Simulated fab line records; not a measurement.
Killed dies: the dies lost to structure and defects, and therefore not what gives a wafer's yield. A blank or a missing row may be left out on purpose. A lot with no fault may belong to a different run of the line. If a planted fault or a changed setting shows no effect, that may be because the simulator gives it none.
Split-lot trial	flow rit cmos	route with 202 steps; 5 lots, 23 wafers read

THE SPLIT ITSELF
At RIT_PWELL_COAT_01 (resist thk 1300 nm), the setting spin rpm was moved away from the recipe's 2000 rpm on 9 of the 23 wafers read, by -5.4% to +2.5%. For the rest of the wafers, this setting stayed at what the recipe calls for.

FROM THE SPLIT TO THE READING: what the file shows between them, 3 steps
- RIT_PWELL_SOFTBAKE_02: time 60 s
- RIT_PWELL_EXPOSE_03: exposes mask M3, target cd 43700 nm
- RIT_PWELL_DEVELOP_05: develop time 68 s

THE READING
NOVOLAK_of_PWELL_COAT_01.thk nm (the simulator's own value, which no gauge read), in nm, at RIT_PWELL_HARDBAKE_07 (time 120 s). No usual value for it is given in the file. Here, 14 wafers ran the recipe; their average is 1137 nm with a standard deviation of 2.6 nm.

wafer	tool, chamber at the split	spin rpm as run, rpm	against the recipe	NOVOLAK_of_PWELL_COAT_01.thk nm, nm	against lot-mates on the recipe
L074.1	litho track-04, 0	2000	recipe	1136	-
L074.4	litho track-04, 0	2000	recipe	1136	-
L074.2	litho track-04, 0	2000	recipe	1135	-
L074.5	litho track-04, 0	2000	recipe	1135	-
L074.6	litho track-04, 0	2000	recipe	1134	-
L079.1	litho track-01, 0	1962	-1.9%	1150	+11
L079.2	litho track-01, 0	1962	-1.9%	1148	+9
L079.3	litho track-01, 0	1962	-1.9%	1147	+8
L079.4	litho track-01, 0	2000	recipe	1140	-
L079.5	litho track-01, 0	2000	recipe	1138	-
L080.1	litho track-04, 0	2000	recipe	1142	-
L080.2	litho track-04, 0	2050	+2.5%	1126	-16
L080.3	litho track-04, 0	2050	+2.5%	1127	-14
L080.4	litho track-04, 0	2050	+2.5%	1129	-12
L080.5	litho track-04, 0	2000	recipe	1141	-
L084.1	litho track-03, 0	1892	-5.4%	1175	+36
L084.2	litho track-03, 0	2000	recipe	1140	-
L084.3	litho track-03, 0	1892	-5.4%	1174	+34
L084.4	litho track-03, 0	2000	recipe	1139	-
L084.5	litho track-03, 0	1892	-5.4%	1172	+32
L085.3	litho track-03, 0	2000	recipe	1137	-
L085.5	litho track-03, 0	2000	recipe	1135	-
L085.6	litho track-03, 0	2000	recipe	1134	-

FIT RESULTS
A straight line over all 23 wafers: NOVOLAK_of_PWELL_COAT_01.thk nm changes by -6.08 nm for each +1% of spin rpm; r = -0.98; the points scatter about the line by 3.1 nm.
The same after taking each lot's own level away (the mean of its wafers on the recipe; 23 wafers): -6.09 nm for each +1%; r = -0.99; scatter 1.5 nm.
That fit puts the effect of the largest move of spin rpm on the reading at 33 nm.
The span of the lots' own levels, 1135.2 to 1141.5 nm, comes to 2.4 times the standard deviation stated above.
Consequently the slope shifts little with the lot-to-lot level, the two slopes agreeing.
Check: for one of the wafers moved furthest among these (-5.4%), held out of the fit, the line's prediction against its lot-mates is +32 nm. Against them it came out at +35.5 nm.

FURTHER SPLITS ON THESE WAFERS
Before the reading, these wafers also passed through other splits. Each is held against what the fit with the lots' levels taken away leaves over:
other split on the same wafers	wafers away from the commonest value	r with NOVOLAK_of_PWELL_COAT_01.thk nm (lot level and that fit taken away)
RIT_ACTIVE_OXIDATION_01 temp c	18	-0.35
RIT_ACTIVE_COAT_06 resist thk nm	8	-0.27
RIT_ACTIVE_DEVELOP_10 dev temp c	5	+0.36
RIT_FOX1_OXIDATION_00 temp c	10	+0.42
RIT_NWELL_IMPLANT_08 energy kev	7	-0.24

THE WHOLE CHAIN: every reading that the file lists as answering this split, in the file's order
step	what it does	reading	change (the file's fit)	r (the file's)
RIT_PWELL_COAT_01	resist thk 1300 nm	NOVOLAK_of_PWELL_COAT_01.thk nm (the simulator's own value, which no gauge read)	-7.03 nm for each +1% of the setting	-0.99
RIT_PWELL_HARDBAKE_07	time 120 s	NOVOLAK_of_PWELL_COAT_01.thk nm (the simulator's own value, which no gauge read)	-6.05 nm for each +1% of the setting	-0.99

THE FILE'S OWN FIT
NOVOLAK_of_PWELL_COAT_01.thk nm changes by -6.05 nm for each +1% of spin rpm, r = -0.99.
